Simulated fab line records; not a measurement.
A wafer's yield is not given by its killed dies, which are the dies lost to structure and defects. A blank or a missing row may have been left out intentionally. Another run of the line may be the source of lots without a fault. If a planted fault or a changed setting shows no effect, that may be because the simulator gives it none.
fab line records | flow berkeley_cmos170
record: lots: 5 wafers: 23
route steps=331 shown V1@268 M2@289 M3@319
start_h: hours from the record's opening day to when the first of the lot's shown wafers began | wait_h: how many hours have passed since the lot's step before this one | " same as the row above | L1.1+2: a single row standing in for several wafers | - no value present, or no start provided | * or withheld: withheld | < > ~ a bound
route shown NAME@n: names a module that has steps shown in the file, with the first one's number in the route | usual: mean and standard deviation over wafers with no fault | same: alike in all rows | chamber/n: place in a boat | sites: per-site readings | _std_site: standard deviation across them | _edge_site: mean of outer sites minus mean of inner sites | radius_mm: for every site, how far away it sits from the centre of the wafer | mask NAME#n: copy n | behind: the most recent tool/chamber to have shaped the wafer | hold: reason for holding the lot/hours on hold/outcome of the hold | device: whichever transistor did not switch (one of n, p or np) | end of line: tests run on the same wafers once the route is complete | step lacking rows: just its recipe | killed: not the wafer's yield, but the dies lost to structure and defects at the first sort | map: the dies of a wafer, with x for killed, . for not killed, _ for no die there
set.NAME: the setting the step ran with; set.NAME@STEP: the setting that earlier step ran with | model.NAME: the simulator's own value behind a step, which no gauge read
lots run with intentionally changed settings; tables by step, rows by wafer
== steps ==
step: UCB170_V1_ETCH_14
recipe: chemistry: CHF3/CF4/Ar target: SiO2 stop_on: Al CHF3_flow_sccm: 45 cf4_flow_sccm: 15 Ar_flow_sccm: 150 pressure_mtorr: 200 rf_w: 700 target_depth_a: 12500 over_etch_frac: 0.25 time_s: 291
columns lot.wafer tool chamber start_h wait_h set.over_etch_frac set.peb_temp_c@V1_PEB_10 model.V1.cd_nm model.KrF_of_V1_COAT_07.thk_nm
L078.1 rie_diel-03 2 173.43 0.0 0.25 130 704.3 611.7
L078.4 " 3 " " 0.25 130 703.1 613.3
L078.5 " 0 " " 0.25 130 702.9 610.7
L079.1 rie_diel-04 0 184.54 0.0 0.271 130 699.4 606.5
L079.2 " 1 " " 0.271 127.3 680 605
L079.4 " 3 " " 0.25 127.3 678.7 611.5
L079.5 " 3 " " 0.271 127.3 678.6 607.7
L079.6 " 0 " " 0.25 130 700.3 612.7
L080.1 rie_diel-03 3 184.64 0.0 0.25 130 700 614.1
L080.3 " 0 " " 0.3231 130 700.6 592.7
L080.4 " 1 " " 0.25 130 700.6 609.6
L080.5 " 2 " " 0.25 130 701.7 610.1
L080.6 " 3 " " 0.3231 130 699.9 598.5
L081.1 rie_diel-02 1 184.82 0.0 0.2307 126.3 672 611.2
L081.2 " 0 " " 0.25 126.3 669.4 608.9
L081.3 " 3 " " 0.2307 130 698.2 615.5
L081.5 " 3 " " 0.25 126.3 670.2 610.6
L081.6 " 0 " " 0.2307 130 700.3 612.9
L084.1 rie_diel-02 0 200.79 0.0 0.25 126.4 673.9 605
L084.2 " 2 " " 0.25 126.4 673.4 607.7
L084.3 " 3 " " 0.25 130 701.3 611.7
L084.5 " 3 " " 0.25 130 701.1 608.4
L084.6 " 2 " " 0.25 130 699.7 606.7
step: UCB170_V1_STRIP_15
recipe: chemistry: O2 power_w: 400 pressure_mtorr: 3500 platen_temp_c: withheld o2_flow_sccm: 400 overash_fraction: 0.5
usual: strip_time_to_endpoint_s: 15.31/0.08
columns lot.wafer tool chamber start_h wait_h set.over_etch_frac@V1_ETCH_14 strip_time_to_endpoint_s
L078.1 plasma_asher-03 0 173.60 0.1 0.25 15.36
L078.4 " 1 " " 0.25 15.38
L078.5 " 1 " " 0.25 15.32
L079.1 plasma_asher-03 1 184.72 0.1 0.271 15.22
L079.2 " 0 " " 0.271 15.21
L079.4 " 0 " " 0.25 15.34
L079.5 " 0 " " 0.271 15.24
L079.6 " 1 " " 0.25 15.38
L080.1 plasma_asher-03 1 184.82 0.1 0.25 15.41
L080.3 " 0 " " 0.3231 14.90
L080.4 " 1 " " 0.25 15.30
L080.5 " 1 " " 0.25 15.32
L080.6 " 0 " " 0.3231 15.05
L081.1 plasma_asher-01 0 184.99 0.1 0.2307 15.34
L081.2 " 1 " " 0.25 15.28
L081.3 " 0 " " 0.2307 15.46
L081.5 " 1 " " 0.25 15.31
L081.6 " 0 " " 0.2307 15.38
L084.1 plasma_asher-04 0 200.97 0.1 0.25 15.18
L084.2 " 1 " " 0.25 15.26
L084.3 " 0 " " 0.25 15.35
L084.5 " 1 " " 0.25 15.28
L084.6 " 0 " " 0.25 15.24
step: UCB170_V1_CD_MEAS_90
recipe: target_cd_nm: 700
usual: cd_nm: 700.1/1.3
columns lot.wafer tool chamber start_h wait_h set.peb_temp_c@V1_PEB_10 cd_nm
L078.1 cd_sem-01 - 173.70 0.1 130 704.7
L078.4 " - " " 130 703.0
L078.5 " - " " 130 703.2
L079.1 cd_sem-01 - 184.88 0.1 130 699.5
L079.2 " - " " 127.3 680.0
L079.4 " - " " 127.3 678.8
L079.5 " - " " 127.3 678.5
L079.6 " - " " 130 700.1
L080.1 cd_sem-01 - 185.00 0.1 130 699.8
L080.3 " - " " 130 700.9
L080.4 " - " " 130 700.6
L080.5 " - " " 130 701.9
L080.6 " - " " 130 700.2
L081.1 cd_sem-02 - 185.09 0.1 126.3 672.2
L081.2 " - " " 126.3 669.6
L081.3 " - " " 130 698.0
L081.5 " - " " 126.3 670.0
L081.6 " - " " 130 700.1
L084.1 cd_sem-02 - 201.07 0.1 126.4 673.9
L084.2 " - " " 126.4 673.1
L084.3 " - " " 130 701.1
L084.5 " - " " 130 701.1
L084.6 " - " " 130 699.8
step: UCB170_M2_METAL_ETCH_18
recipe: chemistry: Cl2/BCl3 target: Al stop_on: SiO2 pressure_mtorr: 12 target_depth_a: 11700 over_etch_frac: 0.3 time_s: 195 icp_w: 600 bias_w: 120 Cl2_flow_sccm: 90 bcl3_flow_sccm: 45
usual: oes_product_au: 0.855/0.0072
columns lot.wafer tool chamber start_h wait_h set.time_s oes_product_au model.KrF_of_M2_COAT_10.thk_nm model.SiO2_of_V1_CVD_00.thk_nm
L078.1 rie_metal-03 0 176.25 - 195 0.851 207.7 937.4
L078.4 " 0 " " 195 0.852 211.7 937.7
L078.5 " 0 " " 195 0.847 202.2 937.4
L079.1 rie_metal-04 0 187.15 - 195 0.856 215.4 938.7
L079.2 " 1 " " 195 0.849 203.2 937
L079.4 " 0 " " 195 0.857 215.8 939.1
L079.5 " 0 " " 195 0.862 216.8 937.6
L079.6 " 1 " " 195 0.850 204.4 936.8
L080.1 rie_metal-03 0 187.45 - 184.2 0.881 236.1 942.2
L080.3 " 0 " " 195 0.847 195.9 937.8
L080.4 " 1 " " 195 0.863 194.1 937.9
L080.5 " 0 " " 184.2 0.874 236.5 941.3
L080.6 " 1 " " 195 0.851 192.3 936.7
L081.1 rie_metal-02 0 187.69 - 181 0.889 259.2 940.8
L081.2 " 0 " " 181 0.888 254 942.1
L081.3 " 0 " " 195 0.850 208.6 938.1
L081.5 " 0 " " 195 0.844 205.5 936.6
L081.6 " 0 " " 181 0.891 251.7 941.3
L084.1 rie_metal-03 0 204.28 - 195 0.850 202.6 937
L084.2 " 1 " " 214.1 0.824 133.3 932.2
L084.3 " 1 " " 214.1 0.826 125 932
L084.5 " 1 " " 195 0.855 196.3 937.2
L084.6 " 0 " " 195 0.854 191.5 935.5
step: UCB170_M2_STRIP_19
recipe: chemistry: O2 power_w: 400 pressure_mtorr: 3500 platen_temp_c: withheld o2_flow_sccm: 400 overash_fraction: 0.5
usual: oes_product_au: 0.534/0.0094
columns lot.wafer tool chamber start_h wait_h set.time_s@M2_METAL_ETCH_18 oes_product_au
L078.1 plasma_asher-02 0 176.44 0.1 195 0.541
L078.4 " 0 " " 195 0.546
L078.5 " 0 " " 195 0.531
L079.1 plasma_asher-04 1 187.34 0.1 195 0.549
L079.2 " 0 " " 195 0.531
L079.4 " 1 " " 195 0.543
L079.5 " 1 " " 195 0.546
L079.6 " 0 " " 195 0.536
L080.1 plasma_asher-02 0 187.64 0.1 184.2 0.567
L080.3 " 1 " " 195 0.529
L080.4 " 0 " " 195 0.526
L080.5 " 0 " " 184.2 0.573
L080.6 " 1 " " 195 0.514
L081.1 plasma_asher-03 0 188.07 0.3 181 0.595
L081.2 " 1 " " 181 0.584
L081.3 " 0 " " 195 0.542
L081.5 " 0 " " 195 0.537
L081.6 " 1 " " 181 0.591
L084.1 plasma_asher-04 0 204.59 0.2 195 0.530
L084.2 " 1 " " 214.1 0.463
L084.3 " 1 " " 214.1 0.456
L084.5 " 0 " " 195 0.529
L084.6 " 1 " " 195 0.516
step: UCB170_M3_COAT_10
recipe: resist: KrF spin_rpm: 1500 resist_thk_nm: 900
columns lot.wafer tool chamber start_h wait_h set.resist_thk_nm model.KrF_of_M3_COAT_10.thk_nm
L078.1 litho_track-04 0 - - 900 904.9
L078.4 " 0 " " 900 903.8
L078.5 " 0 " " 900 904.5
L079.1 litho_track-01 0 - - 926.3 923.8
L079.2 " 0 " " 926.3 927
L079.4 " 0 " " 900 894.6
L079.5 " 0 " " 900 897.9
L079.6 " 0 " " 926.3 923.5
L080.1 litho_track-01 0 - - 900 894.4
L080.3 " 0 " " 860.7 856.6
L080.4 " 0 " " 860.7 855.8
L080.5 " 0 " " 860.7 855.4
L080.6 " 0 " " 900 894.6
L081.1 litho_track-03 0 - - 948.7 951.2
L081.2 " 0 " " 948.7 947.3
L081.3 " 0 " " 900 896.4
L081.5 " 0 " " 948.7 946
L081.6 " 0 " " 900 896.7
L084.1 litho_track-03 0 - - 900 899.8
L084.2 " 0 " " 872.6 872.4
L084.3 " 0 " " 900 897.3
L084.5 " 0 " " 900 897.8
L084.6 " 0 " " 872.6 873
step: UCB170_M3_METAL_ETCH_18
recipe: chemistry: Cl2/BCl3 target: Al stop_on: SiO2 pressure_mtorr: 12 target_depth_a: 11700 over_etch_frac: 0.3 time_s: 195 icp_w: 600 bias_w: 120 Cl2_flow_sccm: 90 bcl3_flow_sccm: 45
columns lot.wafer tool chamber start_h wait_h set.icp_w set.resist_thk_nm@M3_COAT_10 model.KrF_of_M3_COAT_10.thk_nm
L078.1 rie_metal-03 0 182.49 - 600 900 205
L078.4 " 0 " " 600 900 200.7
L078.5 " 0 " " 600 900 205.7
L079.1 rie_metal-03 1 194.41 - 600 926.3 224.4
L079.2 " 0 " " 600 926.3 226
L079.4 " 0 " " 600 900 197.2
L079.5 " 1 " " 600 900 197.5
L079.6 " 0 " " 600 926.3 228.1
L080.1 rie_metal-02 0 194.53 - 581.6 900 217.1
L080.3 " 0 " " 600 860.7 164.5
L080.4 " 0 " " 600 860.7 157.4
L080.5 " 0 " " 581.6 860.7 172.5
L080.6 " 0 " " 581.6 900 218.5
L081.1 rie_metal-01 0 194.88 - 600 948.7 267.3
L081.2 " 1 " " 650.1 948.7 220.2
L081.3 " 0 " " 600 900 216.9
L081.5 " 0 " " 650.1 948.7 217.6
L081.6 " 1 " " 600 900 219.8
L084.1 rie_metal-01 0 210.66 - 600 900 215
L084.2 " 1 " " 600 872.6 185.2
L084.3 " 1 " " 600 900 211
L084.5 " 1 " " 600 900 215.6
L084.6 " 0 " " 600 872.6 189.8
== key ==
split: step: UCB170_V1_ETCH_14 setting: over_etch_frac stated: 0.25 by: wafer
response: step: UCB170_V1_ETCH_14 reading: model.KrF_of_V1_COAT_07.thk_nm change: -0.541 per: 1% r: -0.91
response: step: UCB170_V1_STRIP_15 reading: strip_time_to_endpoint_s change: * per: 1% r: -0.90
split: step: UCB170_M2_METAL_ETCH_18 setting: time_s stated: 195 by: wafer
response: step: UCB170_M2_METAL_ETCH_18 reading: oes_product_au change: -0.00398 per: 1% r: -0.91
response: step: UCB170_M2_METAL_ETCH_18 reading: model.KrF_of_M2_COAT_10.thk_nm change: -6.97 per: 1% r: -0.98
response: step: UCB170_M2_METAL_ETCH_18 reading: model.SiO2_of_V1_CVD_00.thk_nm change: -0.541 per: 1% r: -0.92
response: step: UCB170_M2_STRIP_19 reading: oes_product_au change: -0.0071 per: 1% r: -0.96
split: step: UCB170_M3_COAT_10 setting: resist_thk_nm stated: 900 by: wafer
response: step: UCB170_M3_COAT_10 reading: model.KrF_of_M3_COAT_10.thk_nm change: +9.2 per: 1% r: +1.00
response: step: UCB170_M3_METAL_ETCH_18 reading: model.KrF_of_M3_COAT_10.thk_nm slope: +9.19 per: 1% together_with: icp_w@M3_METAL_ETCH_18 explained: 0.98
split: step: UCB170_M3_METAL_ETCH_18 setting: icp_w stated: 600 by: wafer
response: step: UCB170_M3_METAL_ETCH_18 reading: model.KrF_of_M3_COAT_10.thk_nm slope: -5.74 per: 1% together_with: resist_thk_nm@M3_COAT_10 explained: 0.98
split outside_this_file step=UCB170_V1_PEB_10 setting=peb_temp_c
split outside_this_file: this setting was split too, and the file shows its column; the key of that split is in another file
